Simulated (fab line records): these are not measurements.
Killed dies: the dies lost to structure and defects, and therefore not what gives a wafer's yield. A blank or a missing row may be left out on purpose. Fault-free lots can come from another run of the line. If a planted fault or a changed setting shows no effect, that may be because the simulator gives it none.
fab line records    flow berkeley-cmos170
record: lots: 7  wafers: 21  last-day: 11
route steps=331 shown M1@244 V1@254
lots that met no fault: taken from a fault-free run of the same line
start-h: start of the lot's first displayed wafer, in hours after the record's first day    wait-h: time in hours since the lot's previous step    " as in the row above    L1.1+2: a row that stands for several wafers    - no value present, or no start provided    * or withheld: withheld    < > ~ a bound
route shown NAME@n: a module of which the file shows steps, and the number in the route of the first    usual: mean/standard deviation of fault-free wafers    same: alike in all rows    chamber/n: place in a boat    sites: per-site readings    _std_site: the standard deviation of these    _edge_site: the outer-site mean with the inner-site mean subtracted    radius-mm: for every site, how far away it sits from the centre of the wafer    mask NAME#n: copy n    behind: the last tool/chamber to shape the wafer    hold: why the lot was held/for how many hours/how that ended    device: transistor that didn't switch, given as n, p or np    end of line: tests run on the same wafers once the route is complete    a step without rows: its recipe alone    killed: count of dies lost to structure and defects at first sort (not the wafer's yield)    map: a wafer's dies, marking killed ones x, the rest . and places with no die _
set.NAME: setting as actually run; set.NAME@STEP: the setting as run at that earlier step    model.NAME: the simulator's own value behind a step, which no gauge read
lots at selected steps of the route; one table per step, one row per wafer
services: a tool's chamber out of use, with start hour (start-h, from the record's first day; less than 0 if before it), hours out, and reason
== steps ==
step: UCB170_M1_EXPOSE_06
recipe: mask-id: METAL1  target-cd-nm: 700  na: 0.5  sigma-outer: 0.6  source-shape: conventional  dose-mj: 21
step: UCB170_M1_PEB_07
recipe: peb-temp-c: 130  peb-time-s: withheld  resist: KrF
step: UCB170_M1_DEVELOP_08
recipe: developer: TMAH  develop-time-s: 45  resist: KrF  dev-temp-c: 21
step: UCB170_M1_CD_MEAS_09
recipe: target-cd-nm: 700
usual: cd-nm: 699.9/1.6
lot.wafer  tool       chamber  start-h  wait-h  cd-nm
L667.1     cd-sem-02  -        146.08   -       698.1
L667.2     "          -        "        "       698.3
L667.4     "          -        "        "       698.0
L672.2     cd-sem-01  -        172.81   -       698.2
L672.5     "          -        "        "       700.0
L672.6     "          -        "        "       699.1
L683.1     cd-sem-01  -        235.48   -       700.1
L683.4     "          -        "        "       699.8
L683.5     "          -        "        "       698.3
L682.1     cd-sem-01  -        237.36   -       701.1
L682.3     "          -        "        "       700.2
L682.4     "          -        "        "       699.2
L688.2     cd-sem-01  -        251.42   -       699.9
L688.4     "          -        "        "       699.7
L688.6     "          -        "        "       700.3
L685.1     cd-sem-01  -        253.17   -       698.8
L685.5     "          -        "        "       697.9
L685.6     "          -        "        "       697.9
L689.2     cd-sem-02  -        253.89   -       700.6
L689.3     "          -        "        "       698.0
L689.6     "          -        "        "       700.1
step: UCB170_M1_OVL_MEAS_10
usual: M1_OVL: 1/5.4
lot.wafer  tool        chamber  start-h  wait-h  M1_OVL[nm]
L667.1     overlay-01  -        146.20   0.1     2
L667.2     "           -        "        "       2
L667.4     "           -        "        "       4
L672.2     overlay-01  -        172.92   0.1     6
L672.5     "           -        "        "       1
L672.6     "           -        "        "       0
L683.1     overlay-02  -        235.60   0.1     11
L683.4     "           -        "        "       5
L683.5     "           -        "        "       14
L682.1     overlay-01  -        237.48   0.1     -2
L682.3     "           -        "        "       -3
L682.4     "           -        "        "       -4
L688.2     overlay-01  -        251.53   0.1     -7
L688.4     "           -        "        "       3
L688.6     "           -        "        "       -2
L685.1     overlay-01  -        253.30   0.1     -4
L685.5     "           -        "        "       2
L685.6     "           -        "        "       7
L689.2     overlay-01  -        253.99   0.1     -11
L689.3     "           -        "        "       -6
L689.6     "           -        "        "       -9
step: UCB170_M1_ETCH_11
recipe: chemistry: N2/H2  target-depth-a: withheld  overetch-a: withheld  target: BARC  time-s: withheld  source-w: 500  bias-w: 100  pressure-mtorr: 30  n2-flow-sccm: 100  h2-flow-sccm: 200
usual: drypump-motor-current-A: 5.9/0.46  oes-product-au: 0.991/0.014  throttle-valve-pct: 13.22/0.2
lot.wafer  tool         chamber  start-h  wait-h  drypump-motor-current-A  oes-product-au  throttle-valve-pct
L667.1     rie-diel-01  3        146.23   0.0     6.2                      0.999           13.12
L667.2     "            1        "        "       6.0                      0.978           13.57
L667.4     "            2        "        "       5.5                      0.980           13.37
L672.2     rie-diel-01  2        172.95   0.0     5.5                      0.999           13.36
L672.5     "            3        "        "       6.2                      1.005           13.09
L672.6     "            0        "        "       6.4                      0.997           13.26
L683.1     rie-diel-04  3        235.64   0.0     6.5                      1.001           13.17
L683.4     "            2        "        "       5.3                      1.002           13.08
L683.5     "            0        "        "       5.7                      0.973           13.56
L682.1     rie-diel-02  0        237.51   0.0     5.4                      0.994           13.24
L682.3     "            2        "        "       6.6                      0.974           13.03
L682.4     "            0        "        "       5.3                      0.993           13.25
L688.2     rie-diel-01  2        251.56   0.0     5.4                      0.992           13.30
L688.4     "            0        "        "       6.4                      0.988           13.25
L688.6     "            0        "        "       6.4                      0.982           13.26
L685.1     rie-diel-02  1        253.33   0.0     5.6                      0.974           12.89
L685.5     "            0        "        "       5.3                      0.992           13.23
L685.6     "            1        "        "       5.6                      0.973           12.90
L689.2     rie-diel-01  0        254.02   0.0     6.4                      1.000           13.26
L689.3     "            2        "        "       5.5                      0.993           13.29
L689.6     "            3        "        "       6.3                      1.013           13.09
step: UCB170_M1_METAL_ETCH_12
recipe: chemistry: Cl2/BCl3  target: Al  stop-on: PSG  pressure-mtorr: 12  target-depth-a: 7800  over-etch-frac: 0.3  time-s: 130  icp-w: 600  bias-w: 120  Cl2_flow_sccm: 90  bcl3-flow-sccm: 45
usual: drypump-motor-current-A: 5.5/0.46  oes-product-au: 0.860/0.014  throttle-valve-pct: 24.43/0.19
lot.wafer  tool          chamber  start-h  wait-h  drypump-motor-current-A  oes-product-au  rf-hours-counter-h  throttle-valve-pct
L667.1     rie-metal-02  1        146.27   -       6.3                      0.878           4                   24.36
L667.2     "             0        "        "       5.7                      0.853           0                   24.39
L667.4     "             1        "        "       6.3                      0.856           -                   24.34
L672.2     rie-metal-03  0        172.99   -       5.8                      0.872           9                   24.11
L672.5     "             1        "        "       5.7                      0.874           -                   24.48
L672.6     "             0        "        "       5.8                      0.879           -                   24.11
L683.1     rie-metal-04  1        235.68   -       5.1                      0.860           2                   24.46
L683.4     "             1        "        "       5.1                      0.852           -                   24.47
L683.5     "             1        "        "       5.1                      0.842           -                   24.46
L682.1     rie-metal-04  0        237.58   -       4.9                      0.835           1                   24.72
L682.3     "             0        "        "       4.9                      0.832           -                   24.72
L682.4     "             1        "        "       5.1                      0.839           -                   24.47
L688.2     rie-metal-04  1        251.60   -       5.1                      0.853           2                   24.46
L688.4     "             1        "        "       5.1                      0.850           -                   24.47
L688.6     "             0        "        "       4.9                      0.837           -                   24.72
L685.1     rie-metal-02  0        253.38   -       5.7                      0.848           3                   24.40
L685.5     "             0        "        "       5.7                      0.855           -                   24.39
L685.6     "             1        "        "       6.2                      0.876           -                   24.36
L689.2     rie-metal-04  0        254.07   -       4.9                      0.853           1                   24.72
L689.3     "             0        "        "       4.9                      0.840           -                   24.73
L689.6     "             1        "        "       5.0                      0.856           -                   24.47
step: UCB170_M1_STRIP_13
recipe: chemistry: O2  power-w: 400  pressure-mtorr: 3500  platen-temp-c: withheld  o2-flow-sccm: 400  overash-fraction: 0.5
usual: drypump-motor-current-A: 6.1/0.48  oes-product-au: 0.721/0.004
lot.wafer  tool             chamber  start-h  wait-h  drypump-motor-current-A  oes-product-au  rf-hours-counter-h
L667.1     plasma-asher-01  0        146.41   0.1     5.4                      0.724           45
L667.2     "                1        "        "       6.8                      0.717           45
L667.4     "                0        "        "       5.4                      0.730           -
L672.2     plasma-asher-02  0        173.12   0.1     6.2                      0.720           47
L672.5     "                1        "        "       5.9                      0.729           -
L672.6     "                0        "        "       6.2                      0.723           -
L683.1     plasma-asher-02  1        235.81   0.1     6.0                      0.718           55
L683.4     "                0        "        "       6.2                      0.724           -
L683.5     "                1        "        "       5.9                      0.720           -
L682.1     plasma-asher-04  1        237.71   0.1     6.5                      0.721           9
L682.3     "                1        "        "       6.5                      0.725           -
L682.4     "                0        "        "       5.4                      0.725           -
L688.2     plasma-asher-02  1        251.74   0.1     5.9                      0.719           57
L688.4     "                0        "        "       6.2                      0.720           -
L688.6     "                0        "        "       6.2                      0.716           -
L685.1     plasma-asher-02  1        253.51   0.1     5.9                      0.722           57
L685.5     "                1        "        "       5.9                      0.723           -
L685.6     "                0        "        "       6.2                      0.721           -
L689.2     plasma-asher-04  0        254.20   0.1     5.4                      0.718           11
L689.3     "                0        "        "       5.4                      0.722           -
L689.6     "                1        "        "       6.5                      0.723           -
step: UCB170_M1_CD_MEAS_90
recipe: target-cd-nm: 700
usual: cd-nm: 700.5/2.3
lot.wafer  tool       chamber  start-h  wait-h  cd-nm
L667.1     cd-sem-02  -        146.51   0.1     698.9
L667.2     "          -        "        "       696.3
L667.4     "          -        "        "       698.0
L672.2     cd-sem-02  -        173.24   0.1     700.3
L672.5     "          -        "        "       700.2
L672.6     "          -        "        "       701.7
L683.1     cd-sem-01  -        235.91   0.1     704.1
L683.4     "          -        "        "       700.6
L683.5     "          -        "        "       701.2
L682.1     cd-sem-01  -        237.81   0.1     700.9
L682.3     "          -        "        "       703.4
L682.4     "          -        "        "       701.1
L688.2     cd-sem-01  -        251.86   0.1     701.5
L688.4     "          -        "        "       701.8
L688.6     "          -        "        "       701.7
L685.1     cd-sem-02  -        253.61   0.1     699.7
L685.5     "          -        "        "       696.8
L685.6     "          -        "        "       700.3
L689.2     cd-sem-02  -        254.34   0.1     701.1
L689.3     "          -        "        "       697.7
L689.6     "          -        "        "       700.3
step: UCB170_M1_ANNEAL_14
recipe: temp-c: 400  time-s: 1200  ambient: forming-gas
step: UCB170_V1_CVD_00
recipe: material: SiO2  target-thk-nm: 2000  temp-c: 390  precursor: TEOS/O2  time-s: 250  rf-w: 550  pressure-mtorr: 9000
usual: heater-power-w: 249/49
lot.wafer  tool      chamber  start-h  wait-h  heater-power-w
L667.1     pecvd-04  1        152.93   0.0     374
L667.2     "         2        "        "       229
L667.4     "         2        "        "       158
L672.2     pecvd-04  2        177.02   0.0     224
L672.5     "         1        "        "       281
L672.6     "         2        "        "       165
L683.1     pecvd-01  0        245.05   0.0     244
L683.4     "         0        "        "       200
L683.5     "         2        "        "       213
L682.1     pecvd-01  0        245.20   0.2     252
L682.3     "         1        "        "       264
L682.4     "         2        "        "       208
L688.2     pecvd-04  2        254.81   0.0     196
L688.4     "         2        "        "       238
L688.6     "         1        "        "       277
L685.1     pecvd-03  2        257.40   0.0     236
L685.5     "         1        "        "       202
L685.6     "         0        "        "       155
L689.2     pecvd-04  2        257.40   0.0     199
L689.3     "         1        "        "       311
L689.6     "         0        "        "       212
step: UCB170_V1_THK_MEAS_01
recipe: reads: SiO2_of_V1_CVD_00
usual: V1_TEOS_THK: 2010/27
lot.wafer  tool           chamber  start-h  wait-h  V1_TEOS_THK[nm]
L667.1     film-metro-03  -        153.09   0.1     1997
L667.2     "              -        "        "       1995
L667.4     "              -        "        "       2033
L672.2     film-metro-03  -        177.19   0.1     2009
L672.5     "              -        "        "       2034
L672.6     "              -        "        "       2045
L683.1     film-metro-04  -        245.27   0.1     2026
L683.4     "              -        "        "       2032
L683.5     "              -        "        "       2005
L682.1     film-metro-03  -        245.52   0.2     1980
L682.3     "              -        "        "       1963
L682.4     "              -        "        "       2013
L688.2     film-metro-02  -        254.98   0.1     2009
L688.4     "              -        "        "       2036
L688.6     "              -        "        "       2045
L685.1     film-metro-04  -        257.55   0.1     1964
L685.5     "              -        "        "       2025
L685.6     "              -        "        "       2027
L689.2     film-metro-03  -        257.56   0.1     1976
L689.3     "              -        "        "       1991
L689.6     "              -        "        "       2010
step: UCB170_V1_CMP_02
recipe: material: SiO2  down-force-psi: 6  platen-rpm: 60  pad-velocity-m-s: 0.75398
usual: motor-current-A: 17.0/2.4  slurry-flow-ml-min: 150.0/0.48
lot.wafer  tool    chamber  start-h  wait-h  motor-current-A  slurry-flow-ml-min  model.SiO2_of_V1_CVD_00.thk-nm
L667.4     cmp-02  1        153.20   0.1     16.7             150.3               999.2
L667.1     "       2        "        "       16.4             150.6               999.4
L667.2     "       3        "        "       14.6             150.2               1001
L672.2     cmp-02  1        177.34   0.1     17.3             149.2               999.2
L672.5     "       3        "        "       13.2             149.8               999.6
L672.6     "       0        "        "       21.1             150.1               998.1
L683.4     cmp-02  1        245.38   0.1     17.2             150.2               1252
L683.1     "       2        "        "       15.7             149.7               1250
L683.5     "       0        "        "       20.2             150.2               1250
L682.3     cmp-02  3        245.63   0.1     14.4             150.1               1249
L682.4     "       1        "        "       17.0             149.4               1249
L682.1     "       2        "        "       15.9             149.7               1249
L688.4     cmp-01  3        255.38   0.4     18.9             150.5               1000
L688.2     "       0        "        "       13.5             150.0               999
L688.6     "       2        "        "       15.6             149.5               998.6
L685.1     cmp-02  2        257.66   0.1     16.7             150.3               1250
L685.6     "       1        "        "       16.9             149.8               1250
L685.5     "       2        "        "       16.5             149.8               1249
L689.3     cmp-01  2        257.66   0.1     15.6             149.4               999.9
L689.2     "       0        "        "       13.4             150.0               1000
L689.6     "       2        "        "       15.8             149.8               999.2
step: UCB170_V1_BOW_MEAS_03
recipe: mode: bow
usual: V1_BOW: 19/6.9
lot.wafer  tool           chamber  start-h  wait-h  V1_BOW[um]
L667.1     film-metro-02  -        153.45   0.1     29
L667.2     "              -        "        "       27
L667.4     "              -        "        "       27
L672.2     film-metro-03  -        177.56   0.2     19
L672.5     "              -        "        "       17
L672.6     "              -        "        "       15
L683.1     film-metro-03  -        245.63   0.1     21
L683.4     "              -        "        "       33
L683.5     "              -        "        "       21
L682.1     film-metro-04  -        245.93   0.1     32
L682.3     "              -        "        "       31
L682.4     "              -        "        "       31
L688.2     film-metro-04  -        255.65   0.2     22
L688.4     "              -        "        "       27
L688.6     "              -        "        "       24
L685.1     film-metro-04  -        257.91   0.2     27
L685.5     "              -        "        "       24
L685.6     "              -        "        "       25
L689.2     film-metro-03  -        257.93   0.1     11
L689.3     "              -        "        "       18
L689.6     "              -        "        "       27
step: UCB170_V1_THK_MEAS_04
recipe: reads: SiO2_of_V1_CVD_00
usual: V1_POLISHED_THK: 1000.0/1.2
lot.wafer  tool           chamber  start-h  wait-h  V1_POLISHED_THK[nm]
L667.1     film-metro-02  -        153.57   0.1     999.7
L667.2     "              -        "        "       1000.7
L667.4     "              -        "        "       998.1
L672.2     film-metro-03  -        177.67   0.1     999.3
L672.5     "              -        "        "       999.7
L672.6     "              -        "        "       997.6
L683.1     film-metro-03  -        245.75   0.1     1250.3
L683.4     "              -        "        "       1251.5
L683.5     "              -        "        "       1250.7
L682.1     film-metro-04  -        246.05   0.1     1249.5
L682.3     "              -        "        "       1248.7
L682.4     "              -        "        "       1249.1
L688.2     film-metro-04  -        255.76   0.1     999.2
L688.4     "              -        "        "       1001.2
L688.6     "              -        "        "       999.4
L685.1     film-metro-04  -        258.03   0.1     1249.7
L685.5     "              -        "        "       1249.5
L685.6     "              -        "        "       1249.4
L689.2     film-metro-03  -        258.04   0.1     1000.5
L689.3     "              -        "        "       1000.1
L689.6     "              -        "        "       999.1
step: UCB170_V1_CLEAN_05
recipe: chemistry: DIW
step: UCB170_V1_HMDS_06
recipe: prime-time-s: 60  prime-temp-c: 100
step: UCB170_V1_COAT_07
recipe: resist: KrF  spin-rpm: 1500  resist-thk-nm: 900
step: UCB170_V1_SOFTBAKE_08
recipe: resist: KrF  temp-c: 130  time-s: 60
step: UCB170_V1_EXPOSE_09
recipe: mask-id: VIA1  target-cd-nm: 700  na: 0.5  sigma-outer: 0.6  source-shape: conventional  dose-mj: 37
step: UCB170_V1_PEB_10
recipe: peb-temp-c: 130  peb-time-s: withheld  resist: KrF
step: UCB170_V1_DEVELOP_11
recipe: developer: TMAH  develop-time-s: 45  resist: KrF  dev-temp-c: 21
step: UCB170_V1_CD_MEAS_12
recipe: target-cd-nm: 700
usual: cd-nm: 700.1/1.5
lot.wafer  tool       chamber  start-h  wait-h  cd-nm
L667.1     cd-sem-01  -        154.90   -       700.7
L667.2     "          -        "        "       700.8
L667.4     "          -        "        "       701.5
L672.2     cd-sem-01  -        179.15   -       699.3
L672.5     "          -        "        "       699.4
L672.6     "          -        "        "       699.0
L683.1     cd-sem-01  -        247.01   -       701.4
L683.4     "          -        "        "       699.4
L683.5     "          -        "        "       701.3
L682.1     cd-sem-01  -        249.30   -       702.5
L682.3     "          -        "        "       700.9
L682.4     "          -        "        "       700.5
L688.2     cd-sem-01  -        257.75   -       701.0
L688.4     "          -        "        "       699.1
L688.6     "          -        "        "       700.3
L689.2     cd-sem-02  -        263.02   -       699.5
L689.3     "          -        "        "       700.2
L689.6     "          -        "        "       700.2
L685.1     cd-sem-02  -        263.39   -       700.2
L685.5     "          -        "        "       699.7
L685.6     "          -        "        "       700.2
step: UCB170_V1_OVL_MEAS_13
usual: V1_OVL: 0/5.4
lot.wafer  tool        chamber  start-h  wait-h  V1_OVL[nm]
L667.1     overlay-01  -        155.02   0.1     9
L667.2     "           -        "        "       2
L667.4     "           -        "        "       -2
L672.2     overlay-01  -        179.25   0.1     -2
L672.5     "           -        "        "       -1
L672.6     "           -        "        "       -5
L683.1     overlay-01  -        247.13   0.1     -5
L683.4     "           -        "        "       5
L683.5     "           -        "        "       0
L682.1     overlay-01  -        249.42   0.1     1
L682.3     "           -        "        "       1
L682.4     "           -        "        "       -1
L688.2     overlay-01  -        257.85   0.1     6
L688.4     "           -        "        "       9
L688.6     "           -        "        "       7
L689.2     overlay-01  -        263.13   0.1     -6
L689.3     "           -        "        "       -6
L689.6     "           -        "        "       -8
L685.1     overlay-01  -        263.53   0.1     -3
L685.5     "           -        "        "       5
L685.6     "           -        "        "       1
step: UCB170_V1_ETCH_14
recipe: chemistry: CHF3/CF4/Ar  target: SiO2  stop-on: Al  CHF3_flow_sccm: 45  cf4-flow-sccm: 15  Ar_flow_sccm: 150  pressure-mtorr: 200  rf-w: 700  target-depth-a: 12500  over-etch-frac: 0.25  time-s: 291
usual: drypump-motor-current-A: 5.9/0.5  oes-product-au: 0.867/0.01  throttle-valve-pct: 6.91/0.14
lot.wafer  tool         chamber  start-h  wait-h  drypump-motor-current-A  oes-product-au  rf-hours-counter-h  throttle-valve-pct  model.etch.depth-nm  model.V1.feature-depth-nm
L667.1     rie-diel-01  2        155.06   0.0     5.5                      0.868           147                 6.98                999.4                999.4
L667.2     "            3        "        "       6.2                      0.870           3                   6.79                1001                 1001
L667.4     "            3        "        "       6.2                      0.883           -                   6.79                999.2                999.2
L672.2     rie-diel-03  3        179.28   0.0     6.6                      0.888           132                 6.85                999.2                999.3
L672.5     "            0        "        "       5.5                      0.873           -                   7.00                999.6                999.6
L672.6     "            3        "        "       6.6                      0.881           -                   6.84                998.1                998.1
L683.1     rie-diel-02  1        247.16   0.0     5.5                      0.972           114                 6.72                1250                 1250
L683.4     "            1        "        "       5.6                      0.978           -                   6.71                1248                 1248
L683.5     "            3        "        "       6.3                      0.995           -                   7.10                1250                 1250
L682.1     rie-diel-02  1        249.45   0.0     5.5                      0.976           114                 6.72                1228                 1228
L682.3     "            2        "        "       6.5                      0.964           96                  6.79                1240                 1240
L682.4     "            0        "        "       5.3                      0.977           10                  7.04                1249                 1250
L688.2     rie-diel-02  3        257.88   0.0     6.3                      0.871           3                   7.09                999                  999
L688.4     "            0        "        "       5.4                      0.858           10                  7.05                1000                 1000
L688.6     "            2        "        "       6.5                      0.854           -                   6.80                998.6                999
L689.2     rie-diel-02  3        263.16   0.0     6.3                      0.869           4                   7.09                1000                 1000
L689.3     "            1        "        "       5.6                      0.861           115                 6.71                999.9                999.9
L689.6     "            2        "        "       6.6                      0.863           -                   6.79                999.2                999.6
L685.1     rie-diel-02  0        263.56   0.0     5.4                      0.978           11                  7.06                1250                 1250
L685.5     "            1        "        "       5.6                      0.971           -                   6.72                1227                 1227
L685.6     "            2        "        "       6.6                      0.970           -                   6.79                1232                 1232
step: UCB170_V1_STRIP_15
recipe: chemistry: O2  power-w: 400  pressure-mtorr: 3500  platen-temp-c: withheld  o2-flow-sccm: 400  overash-fraction: 0.5
usual: drypump-motor-current-A: 5.8/0.46  oes-product-au: 0.722/0.0043  strip-time-to-endpoint-s: 15.35/0.099
lot.wafer  tool             chamber  start-h  wait-h  drypump-motor-current-A  oes-product-au  rf-hours-counter-h  strip-time-to-endpoint-s
L667.1     plasma-asher-04  0        155.23   0.1     5.4                      0.721           4                   15.50
L667.2     "                1        "        "       6.5                      0.725           4                   15.35
L667.4     "                1        "        "       6.5                      0.724           -                   15.35
L672.2     plasma-asher-04  1        179.46   0.1     6.5                      0.718           6                   15.36
L672.5     "                1        "        "       6.5                      0.725           -                   15.42
L672.6     "                0        "        "       5.4                      0.718           -                   15.34
L683.1     plasma-asher-03  0        247.34   0.1     5.2                      0.726           47                  15.34
L683.4     "                0        "        "       5.2                      0.726           -                   15.43
L683.5     "                0        "        "       5.2                      0.721           -                   15.25
L682.1     plasma-asher-02  0        249.63   0.1     6.2                      0.723           56                  15.45
L682.3     "                1        "        "       5.9                      0.718           -                   15.31
L682.4     "                0        "        "       6.2                      0.727           -                   15.24
L688.2     plasma-asher-03  0        258.06   0.1     5.2                      0.719           49                  15.23
L688.4     "                1        "        "       5.6                      0.720           -                   15.07
L688.6     "                1        "        "       5.6                      0.722           -                   15.21
L689.2     plasma-asher-04  1        263.34   0.1     6.5                      0.730           11                  15.46
L689.3     "                1        "        "       6.5                      0.717           -                   15.49
L689.6     "                0        "        "       5.4                      0.723           -                   15.45
L685.1     plasma-asher-02  0        263.74   0.1     6.3                      0.722           58                  15.30
L685.5     "                1        "        "       5.9                      0.720           -                   15.49
L685.6     "                0        "        "       6.2                      0.721           -                   15.54
== services ==
tool             chamber  start-h  hours  kind
pecvd-04         -        146.83   2.1    repair
cmp-01           -        154.54   3.8    pm
rie-diel-04      -        157.39   0.2    repair
rie-diel-04      -        157.63   11.1   repair
pecvd-03         -        161.23   2.8    pm
pecvd-03         1        172.23   5.8    repair
rie-diel-03      2        172.94   6.4    repair
pecvd-03         -        180.09   6.0    pm
cmp-01           -        185.29   0.7    repair
plasma-asher-04  -        202.84   14.6   pm
pecvd-04         -        210.39   14.6   pm
cmp-02           -        214.00   0.3    repair
rie-diel-02      0        216.66   5.1    repair
rie-diel-02      3        220.19   25.9   repair
plasma-asher-04  -        223.09   10.2   repair
rie-diel-02      2        223.53   10.1   repair
rie-diel-02      -        230.19   0.6    repair
cmp-02           -        232.00   4.0    pm
rie-diel-02      1        232.70   8.4    repair
cmp-01           -        235.82   2.6    repair
rie-diel-02      0        238.35   9.4    repair
cmp-02           -        238.38   3.4    pm
cmp-02           -        251.29   4.4    repair
rie-diel-01      -        257.06   15.6   pm
== key ==
first-sign: step: UCB170_V1_THK_MEAS_04  reading: V1_POLISHED_THK  direction: up  sigmas: 99+  usual: 1000.0  struck: 1249.8
effect: step: UCB170_V1_ETCH_14  reading: oes-product-au  direction: up  sigmas: 10  usual: 0.867  struck: 0.976
model-effect: step: UCB170_V1_CMP_02  value: SiO2_of_V1_CVD_00.thk-nm  without: 999.9  struck: 1250
model-effect: step: UCB170_V1_ETCH_14  value: etch.depth-nm  without: 999.9  struck: 1242
met-at UCB170_V1_CMP_02
struck-wafers L682.1,L682.3,L682.4,L683.1,L683.4,L683.5,L685.1,L685.5,L685.6
later-rows-left-out L682.1,L682.3,L683.1,L683.4,L685.5,L685.6
sort-left-out L682.1,L682.3,L682.4,L683.1,L683.4,L683.5,L685.1,L685.5,L685.6
fault: kind: process-parameter-drift  tool: cmp-02  chamber: -  onset-h: 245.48  steps: UCB170_V1_CMP_02  channel: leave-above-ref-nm  offset: 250  shape: step  end-h: 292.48  acts-in: these-recipes-only  stated: 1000
sort-left-out: the simulated sort isn't trusted on such a fault, so these wafers' sort isn't shown, and their yield isn't known
later-rows-left-out: the simulator's readings of these wafers behind a module that went badly wrong aren't trusted and aren't shown, but for the sort
